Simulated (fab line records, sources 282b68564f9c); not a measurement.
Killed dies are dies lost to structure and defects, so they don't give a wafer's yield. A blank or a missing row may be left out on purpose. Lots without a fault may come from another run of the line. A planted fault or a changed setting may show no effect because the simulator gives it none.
fab line records | flow rit_cmos
record lots=14 wafers=42 last_day=7
route steps=202 shown NRETRO@61
lots that met no fault: from a run of the same line without faults
start_h: hours from the record's first day to the start of the lot's first wafer shown | wait_h: hours since the lot's step before | " the same as in the row above | L1.1+2: a row that stands for several wafers | - no value, or no start given | * or withheld: withheld | < > ~ a bound
route shown NAME@n: a module of which the file shows steps, and the number in the route of the first | usual: mean/standard deviation of fault-free wafers | same: alike in all rows | chamber/n: place in a boat | sites: the reading at each site | _std_site: their standard deviation | _edge_site: outer sites' mean less inner sites' | radius_mm: how far each site lies from the wafer's centre | mask NAME#n: copy n | behind: the tool/chamber that last shaped the wafer | hold: why the lot was held/for how many hours/how that ended | device: the transistor (n, p or np) that didn't switch | end of line: the same wafers' tests at the end of the route | a step without rows: its recipe alone | killed: dies lost to structure and defects at the first sort, not the wafer's yield | map: a wafer's dies, x killed, . not, _ none there
set.NAME: the setting as run; set.NAME@STEP: as run at that earlier step | model.NAME: the simulator's own value behind a step, which no gauge read
steps of the route over a sample of lots; a table a step, a row a wafer
services: from which hour (start_h, from the record's first day; less than 0 if before it) a tool's chamber was out of use, for how many hours, and why
## steps
# step RIT_NRETRO_IMPLANT_08
# recipe species=P energy_kev=70 dose_cm2=1e+13 tilt_deg=7
# usual beam_energy_keV=70.001/0.019
# columns lot.wafer tool chamber start_h wait_h beam_energy_keV
L785.1 implanter-03 0 31.49 0.2 69.992
L785.2 " 0 " " 70.010
L785.5 " 0 " " 69.983
L786.3 implanter-04 0 36.57 0.2 70.023
L786.4 " 0 " " 70.010
L786.5 " 0 " " 70.013
L788.3 implanter-02 0 44.99 0.2 70.001
L788.5 " 0 " " 69.994
L788.6 " 0 " " 70.010
L789.1 implanter-03 0 50.28 0.2 70.007
L789.4 " 0 " " 70.008
L789.5 " 0 " " 70.015
L790.1 implanter-02 0 56.29 0.2 70.012
L790.2 " 0 " " 70.008
L790.5 " 0 " " 69.990
L791.2 implanter-04 0 61.65 0.2 70.005
L791.3 " 0 " " 70.008
L791.6 " 0 " " 70.016
L792.1 implanter-02 0 66.52 0.2 70.016
L792.2 " 0 " " 70.010
L792.5 " 0 " " 70.013
L793.2 implanter-02 0 70.67 0.2 69.987
L793.3 " 0 " " 70.020
L793.5 " 0 " " 69.983
L794.1 implanter-04 0 76.88 0.2 69.996
L794.3 " 0 " " 70.010
L794.5 " 0 " " 70.019
L799.4 implanter-03 0 103.12 0.2 69.971
L799.5 " 0 " " 69.980
L799.6 " 0 " " 69.998
L800.1 implanter-03 0 106.10 0.2 79.070
L800.5 " 0 " " 79.108
L800.6 " 0 " " 79.105
L803.3 implanter-03 0 124.41 0.2 79.089
L803.4 " 0 " " 79.132
L803.5 " 0 " " 79.093
L807.2 implanter-02 0 144.77 0.2 70.009
L807.3 " 0 " " 69.993
L807.5 " 0 " " 69.992
L808.1 implanter-02 0 145.36 0.2 69.993
L808.3 " 0 " " 70.019
L808.4 " 0 " " 70.011
# step RIT_NRETRO_TW_MEAS_10
# usual NRETRO_TW=1054/6.6
# columns lot.wafer tool chamber start_h wait_h NRETRO_TW
L785.1 film_metro-02 - 31.81 0.1 1045
L785.2 " - " " 1046
L785.5 " - " " 1052
L786.3 film_metro-02 - 36.89 0.1 1045
L786.4 " - " " 1046
L786.5 " - " " 1046
L788.3 film_metro-03 - 45.29 0.1 1045
L788.5 " - " " 1054
L788.6 " - " " 1051
L789.1 film_metro-04 - 50.61 0.1 1060
L789.4 " - " " 1064
L789.5 " - " " 1061
L790.1 film_metro-02 - 56.61 0.1 1053
L790.2 " - " " 1050
L790.5 " - " " 1052
L791.2 film_metro-02 - 61.96 0.1 1052
L791.3 " - " " 1050
L791.6 " - " " 1053
L792.1 film_metro-02 - 66.84 0.1 1054
L792.2 " - " " 1053
L792.5 " - " " 1051
L793.2 film_metro-03 - 70.98 0.1 1051
L793.3 " - " " 1058
L793.5 " - " " 1054
L794.1 film_metro-03 - 77.20 0.1 1049
L794.3 " - " " 1048
L794.5 " - " " 1044
L799.4 film_metro-03 - 103.40 0.1 1059
L799.5 " - " " 1058
L799.6 " - " " 1053
L800.1 film_metro-03 - 106.42 0.1 1092
L800.5 " - " " 1090
L800.6 " - " " 1090
L803.3 film_metro-02 - 124.71 0.1 1082
L803.4 " - " " 1083
L803.5 " - " " 1079
L807.2 film_metro-04 - 145.08 0.1 1067
L807.3 " - " " 1061
L807.5 " - " " 1067
L808.1 film_metro-04 - 145.68 0.1 1062
L808.3 " - " " 1063
L808.4 " - " " 1060
## services
# columns tool chamber start_h hours kind
implanter-03 - 21.03 3.6 repair
implanter-02 - 77.63 4.7 pm
implanter-04 - 103.76 3.6 repair
implanter-02 - 116.55 1.8 repair
## key
first_sign step=RIT_NRETRO_IMPLANT_08 reading=beam_energy_keV direction=up sigmas=99+ usual=70.001 struck=79.099
effect step=RIT_NRETRO_TW_MEAS_10 reading=NRETRO_TW direction=up sigmas=4.9 usual=1054 struck=1086
met_at RIT_NRETRO_IMPLANT_08
struck_lots L800,L803
tester_left_out L800,L803
onset_between 103.12 106.10
fault kind=process_parameter_drift tool=implanter-03 chamber=- onset_h=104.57 steps=RIT_NRETRO_IMPLANT_08 channel=energy_kev offset=9.1 shape=step end_h=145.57 acts_in=these_recipes_only stated=70
# tester_left_out: of these lots the tester's yield and bins aren't shown, on N5 and GAA mostly nor the transistor test; their killed dies are dies lost to structure and defects alone, not to doping, threshold or leakage, so they don't give the yield
